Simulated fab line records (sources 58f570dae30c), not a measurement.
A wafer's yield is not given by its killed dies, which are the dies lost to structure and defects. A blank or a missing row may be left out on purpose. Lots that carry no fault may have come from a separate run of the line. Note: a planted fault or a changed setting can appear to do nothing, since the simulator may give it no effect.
What tool caused it? ; flow berkeley_cmos170 ; 7 lots, 21 wafers sampled, at 4 steps of a route of 331

## WHAT THE GAUGES READ, wafer by wafer
UCB170_GATE_CD_MEAS_90 targets a cd of 350 nm.
lot;measured;on;cd_nm (nm)
L611;day 6 07:47;cd_sem-02;349.0 350.3 349.7
L616;day 7 10:01;cd_sem-02;349.9 350.7 348.6
L622;day 8 11:35;cd_sem-01;- - -
L623;day 8 20:51;cd_sem-01;352.4 351.5 350.9
L629;day 10 08:08;cd_sem-01;350.9 349.7 349.5
L630;day 10 13:16;cd_sem-02;349.5 351.1 350.5
L633;day 10 20:47;cd_sem-02;350.6 348.6 347.6

## WHICH TOOL RAN EACH LOT (tool, then ch and the chambers of the sampled wafers, then the start)
lot;UCB170_NVT_STRIP_08;UCB170_GATE_ETCH_14;UCB170_GATE_ETCH_15
L611;plasma_asher-04 ch 0,1, day 5 15:51;rie_diel-01 ch 0,1,2, day 6 07:35;rie_si-01 ch 0,2, day 6 07:38
L616;plasma_asher-03 ch 0,1, day 6 16:07;rie_diel-01 ch 0,2,3, day 7 09:49;rie_si-02 ch 1,2,3, day 7 09:52
L622;plasma_asher-01 ch 0,1, day 7 19:57;rie_diel-04 ch 2,3, day 8 11:22;rie_si-01 ch 0,2, day 8 11:25
L623;plasma_asher-03 ch 0,1, day 8 05:44;rie_diel-02 ch 0,2,3, day 8 20:37;rie_si-02 ch 0,1,2, day 8 20:40
L629;plasma_asher-01 ch 0,1, day 9 15:49;rie_diel-01 ch 0,1, day 10 07:56;rie_si-01 ch 0,1,3, day 10 07:59
L630;plasma_asher-03 ch 0,1, day 9 20:11;rie_diel-02 ch 0,1,2, day 10 13:01;rie_si-02 ch 1,2,3, day 10 13:03
L633;plasma_asher-01 ch 0,1, day 10 03:02;rie_diel-02 ch 0,3, day 10 20:31;rie_si-02 ch 0,1, day 10 20:33
- UCB170_NVT_STRIP_08: strips in O2.
- UCB170_GATE_ETCH_14: etches BARC in N2/H2.
- UCB170_GATE_ETCH_15: etches poly-Si in HBr/Cl2, stops on SiO2, time 56.3 s, target depth 278.2 nm.

## THE ANSWER, worked out from the rows above alone
Rule: usual is defined by the lots themselves. The widest of any qualifying gaps counts: lots, ordered by their means at a reading, are off when they make up no more than a third of the lots, leave a main group of 4 or more, and stand apart from it by 3 or more times the standard deviation of that group's means. A main group is skipped when, at the precision printed for the reading in the tables above, its means are all equal. A lot without any number at a reading at which 4 lots or more have one is off too. All remaining lots with rows at the step are treated as sound.
Off, at UCB170_GATE_CD_MEAS_90 on cd_nm: L622. Without a number there: L622. Main group: mean 350.1 nm, sd 0.82.
If a tool, at a process step before that reading, ran all the lots that are off and no sound lot after the first of them, it fits. Those tools and the gauges at UCB170_GATE_CD_MEAS_90 are tried in the same way. One candidate fits, namely rie_diel-04 at UCB170_GATE_ETCH_14. It ran no sound lot before its first lot that is off in this sample, so the start can't be narrowed down.

## WHAT THE SIMULATOR HAD PUT IN
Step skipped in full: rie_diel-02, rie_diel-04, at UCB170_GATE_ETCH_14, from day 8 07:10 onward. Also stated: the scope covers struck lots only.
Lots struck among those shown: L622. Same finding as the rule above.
